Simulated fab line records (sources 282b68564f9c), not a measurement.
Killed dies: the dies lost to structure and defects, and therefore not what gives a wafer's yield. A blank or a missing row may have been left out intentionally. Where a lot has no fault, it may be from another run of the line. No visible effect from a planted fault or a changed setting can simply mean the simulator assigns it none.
Chamber matching :: flow rit cmos :: 4 sister chambers for RIT_SPACER_ETCHBACK_05 on rie diel-04
The step etches Si3N4 in SF6/CHF3, stops on SiO2, target depth 250 nm, time 240 s. 14 wafers are shown with their chamber, then 7 later ones without.

== EACH WAFER AND ITS CHAMBER ==
wafer: L454.2
chamber: 0
throttle valve pct (%): 10.21
oes product au (a.u.): 0.846
chamber pressure mTorr (mTorr): 40.07

wafer: L454.3
chamber: 1
throttle valve pct (%): 10.29
oes product au (a.u.): 0.837
chamber pressure mTorr (mTorr): 40.05

wafer: L454.5
chamber: 3
throttle valve pct (%): 10.35
oes product au (a.u.): 0.866
chamber pressure mTorr (mTorr): 40.04

wafer: L457.1
chamber: 1
throttle valve pct (%): 10.28
oes product au (a.u.): 0.840
chamber pressure mTorr (mTorr): 40.03

wafer: L457.4
chamber: 3
throttle valve pct (%): 10.34
oes product au (a.u.): 0.865
chamber pressure mTorr (mTorr): 39.99

wafer: L457.5
chamber: 3
throttle valve pct (%): 10.33
oes product au (a.u.): 0.857
chamber pressure mTorr (mTorr): 40.04

wafer: L459.3
chamber: 3
throttle valve pct (%): 10.34
oes product au (a.u.): 0.859
chamber pressure mTorr (mTorr): 40.01

wafer: L459.5
chamber: 3
throttle valve pct (%): 10.34
oes product au (a.u.): 0.864
chamber pressure mTorr (mTorr): 40.04

wafer: L459.6
chamber: 0
throttle valve pct (%): 10.20
oes product au (a.u.): 0.850
chamber pressure mTorr (mTorr): 40.00

wafer: L461.1
chamber: 3
throttle valve pct (%): 10.34
oes product au (a.u.): 0.865
chamber pressure mTorr (mTorr): 40.01

wafer: L461.3
chamber: 2
throttle valve pct (%): 10.56
oes product au (a.u.): 0.849
chamber pressure mTorr (mTorr): 39.93

wafer: L461.6
chamber: 0
throttle valve pct (%): 10.21
oes product au (a.u.): 0.854
chamber pressure mTorr (mTorr): 39.99

wafer: L472.1
chamber: 2
throttle valve pct (%): 10.53
oes product au (a.u.): 0.836
chamber pressure mTorr (mTorr): 40.01

wafer: L472.2
chamber: 3
throttle valve pct (%): 10.36
oes product au (a.u.): 0.866
chamber pressure mTorr (mTorr): 40.00

SIGNATURES, as means of the wafers listed above
reading: throttle valve pct
chamber 0: 10.2067
chamber 1: 10.2850
chamber 2: 10.5450
chamber 3: 10.3429
scatter within a chamber: 0.0105

reading: oes product au
chamber 0: 0.85000
chamber 1: 0.83850
chamber 2: 0.84250
chamber 3: 0.86314
scatter within a chamber: 0.00447

reading: chamber pressure mTorr
chamber 0: 40.0200
chamber 1: 40.0400
chamber 2: 39.9700
chamber 3: 40.0186
scatter within a chamber: 0.0314
Rule: a wafer lies at a distance from a chamber equal to the root of the sum of squares, over the readings, of (its reading less the chamber's mean, divided by the reading's scatter). If the next closest chamber is less than 2 further off than the closest, the wafer can't be placed; otherwise it belongs to the closest. The scatter is the square root of a quotient: the sum, over the shown wafers, of each reading's squared deviation from its chamber's mean, divided by wafers minus chambers.

== WAFERS WITHOUT THEIR CHAMBER ==
wafer: L472.6
throttle valve pct (%): 10.28
oes product au (a.u.): 0.835
chamber pressure mTorr (mTorr): 40.01

wafer: L474.2
throttle valve pct (%): 10.29
oes product au (a.u.): 0.846
chamber pressure mTorr (mTorr): 39.95

wafer: L474.4
throttle valve pct (%): 10.27
oes product au (a.u.): 0.850
chamber pressure mTorr (mTorr): 39.99

wafer: L474.5
throttle valve pct (%): 10.54
oes product au (a.u.): 0.851
chamber pressure mTorr (mTorr): 39.94

wafer: L477.3
throttle valve pct (%): 10.33
oes product au (a.u.): 0.859
chamber pressure mTorr (mTorr): 40.03

wafer: L477.5
throttle valve pct (%): 10.29
oes product au (a.u.): 0.849
chamber pressure mTorr (mTorr): 39.99

wafer: L477.6
throttle valve pct (%): 10.21
oes product au (a.u.): 0.867
chamber pressure mTorr (mTorr): 40.03

== WHICH CHAMBER EACH ONE RAN IN ==
wafer: L472.6
from the rows above: 1
in truth: 1

wafer: L474.2
from the rows above: 1
in truth: 1

wafer: L474.4
from the rows above: 1
in truth: 1

wafer: L474.5
from the rows above: 2
in truth: 2

wafer: L477.3
from the rows above: 3
in truth: 3

wafer: L477.5
from the rows above: 1
in truth: 1

wafer: L477.6
from the rows above: 0
in truth: 0
Correct placement for 7 of the 7. Number that these rows cannot place: 0. Number placed wrongly: 0.
